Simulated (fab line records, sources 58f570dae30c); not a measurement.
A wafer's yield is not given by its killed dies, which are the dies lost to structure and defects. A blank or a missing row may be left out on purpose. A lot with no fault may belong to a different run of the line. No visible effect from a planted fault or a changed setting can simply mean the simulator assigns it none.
A lot that was struck, set against a sound lot || flow berkeley cmos170 || 31 steps out of a route of 331
Sound: wafers L697.1, L697.4, L697.6. Wafers struck: L704.2, L704.4, L704.6. The cause is named last.
For every step that has rows: the tool of each side, followed by ch and its chambers, followed by its first start. Under that, the readings that differ: sound wafers || struck wafers || difference of the means || sigmas: that difference in standard deviations of wafers without a fault.
alike: same words and numbers on both sides, and readings whose means sit less than 2 such deviations apart. not compared: any withheld reading, any reading some wafer has no value for, any bound like >300 that may hide the same value, and any number with overlapping values for which the record gives no deviation.
Wherever a step has rows on one side only, a row that says differs or no value, or a row with sigmas, the two part there. Numbers that have no deviation but don't overlap get no sigmas and don't part them. A reading missing from all wafers of one side parts the sides only when that side holds two or more wafers.

UCB170_PLDD_TW_MEAS_11:
  sound on film metro-01 at day 8 04:23; struck on film metro-01 at day 9 06:15
  alike: PLDD_TW
then, 7 steps without rows for these wafers: UCB170_PLDD_CLEAN_12 (cleans in SPM, time 600 s); UCB170_NLDD_HMDS_00 (prime time 60 s); UCB170_NLDD_COAT_01 (resist thk 900 nm); UCB170_NLDD_SOFTBAKE_02 (time 60 s); UCB170_NLDD_EXPOSE_03 (exposes mask NSELECT, target cd 1200 nm); UCB170_NLDD_PEB_04; UCB170_NLDD_DEVELOP_05 (develop time 45 s).
UCB170_NLDD_CD_MEAS_06: target cd 1200 nm.
  sound on cd sem-01 at day 8 07:16; struck on cd sem-01 at day 9 08:19
  alike: cd nm
UCB170_NLDD_OVL_MEAS_07:
  sound on overlay-01 at day 8 07:23; struck on overlay-01 at day 9 08:25
  alike: NLDD_OVL
then, 2 steps without rows for these wafers: UCB170_NLDD_IMPLANT_08; UCB170_NLDD_IMPLANT_09.
UCB170_NLDD_STRIP_10: strips in O2.
  sound on plasma asher-03 ch 0,1, day 8 07:44; struck on plasma asher-01 ch 0,1, day 9 08:44
  no value came back on the struck wafers for chamber pressure mTorr (mTorr), drypump motor current A (A), oes product au (a.u.), strip time to endpoint s (s); on the sound wafers chamber pressure mTorr (mTorr) reads 3498 3500 3501
{"reading": "model.KrF_of_NLDD_COAT_01.thk nm (nm)", "sound": "0 0 0", "struck": "887.9 885.1 887.6", "difference": "+886.9", "sigmas": ""}
  not compared: rf hours counter h
UCB170_NLDD_TW_MEAS_11:
  sound on film metro-03 at day 8 07:50; struck on film metro-03 at day 9 08:51
  alike: NLDD_TW
then, 1 step without rows for these wafers: UCB170_NLDD_CLEAN_12 (cleans in SPM, time 600 s).
UCB170_SPACER_CVD_00: deposits SiO2 from TEOS/O2, target thk 376 nm, time 47 s.
  sound on pecvd-02 ch 0,1, day 8 08:14; struck on pecvd-02 ch 0,2, day 9 09:05
  alike: heater power w, susceptor temp C
UCB170_SPACER_THK_MEAS_01:
  sound on film metro-01 at day 8 08:17; struck on film metro-04 at day 9 09:08
  alike: SPACER_TEOS_THK
then, 1 step without rows for these wafers: UCB170_SPACER_ANNEAL_02 (time 1800 s).
UCB170_SPACER_ETCHBACK_03: etches SiO2 in CHF3/CF4/Ar, stops on Si, target depth 376 nm, time 100 s.
  sound on rie diel-03 ch 0,1,2, day 8 14:51; struck on rie diel-03 ch 0,2, day 9 12:50
  alike: cf4 flow sccm, drypump motor current A, oes product au, throttle valve pct
  not compared: rf hours counter h
then, 6 steps without rows for these wafers: UCB170_PSD_HMDS_00 (prime time 60 s); UCB170_PSD_COAT_01 (resist thk 900 nm); UCB170_PSD_SOFTBAKE_02 (time 60 s); UCB170_PSD_EXPOSE_03 (exposes mask PSELECT MOD, target cd 1200 nm); UCB170_PSD_PEB_04; UCB170_PSD_DEVELOP_05 (develop time 45 s).
UCB170_PSD_CD_MEAS_06: target cd 1200 nm.
  sound on cd sem-01 at day 8 15:46; struck on cd sem-01 at day 9 15:30
  alike: cd nm
UCB170_PSD_OVL_MEAS_07:
  sound on overlay-02 at day 8 15:53; struck on overlay-01 at day 9 15:36
  alike: PSD_OVL
after that, 1 step had no rows for these wafers: UCB170_PSD_IMPLANT_08.
UCB170_PSD_STRIP_09: strips in O2.
  sound on plasma asher-02 ch 1, day 8 16:04; struck on plasma asher-02 ch 0,1, day 9 15:47
{"reading": "oes product au (a.u.)", "sound": "0.604 0.595 0.600", "struck": "0.663 0.658 0.666", "difference": "+0.063", "sigmas": "+14"}
{"reading": "strip time to endpoint s (s)", "sound": "29.25 29.27 29.32", "struck": "55.76 55.69 55.79", "difference": "+26.47", "sigmas": "+99 or more"}
  alike: chamber pressure mTorr, drypump motor current A
  not compared: rf hours counter h
UCB170_PSD_TW_MEAS_10:
  sound on film metro-01 at day 8 16:10; struck on film metro-02 at day 9 15:53
{"reading": "PSD_TW", "sound": "2312 2329 2321", "struck": "30 30 30", "difference": -2291, "sigmas": -88}
then, 1 step without rows for these wafers: UCB170_PSD_CLEAN_11 (cleans in SPM, time 600 s).

WHERE THEY PART
At UCB170_NLDD_STRIP_10 first; at UCB170_PSD_TW_MEAS_10 last (within this record only).

WHY: the cause the simulator had injected
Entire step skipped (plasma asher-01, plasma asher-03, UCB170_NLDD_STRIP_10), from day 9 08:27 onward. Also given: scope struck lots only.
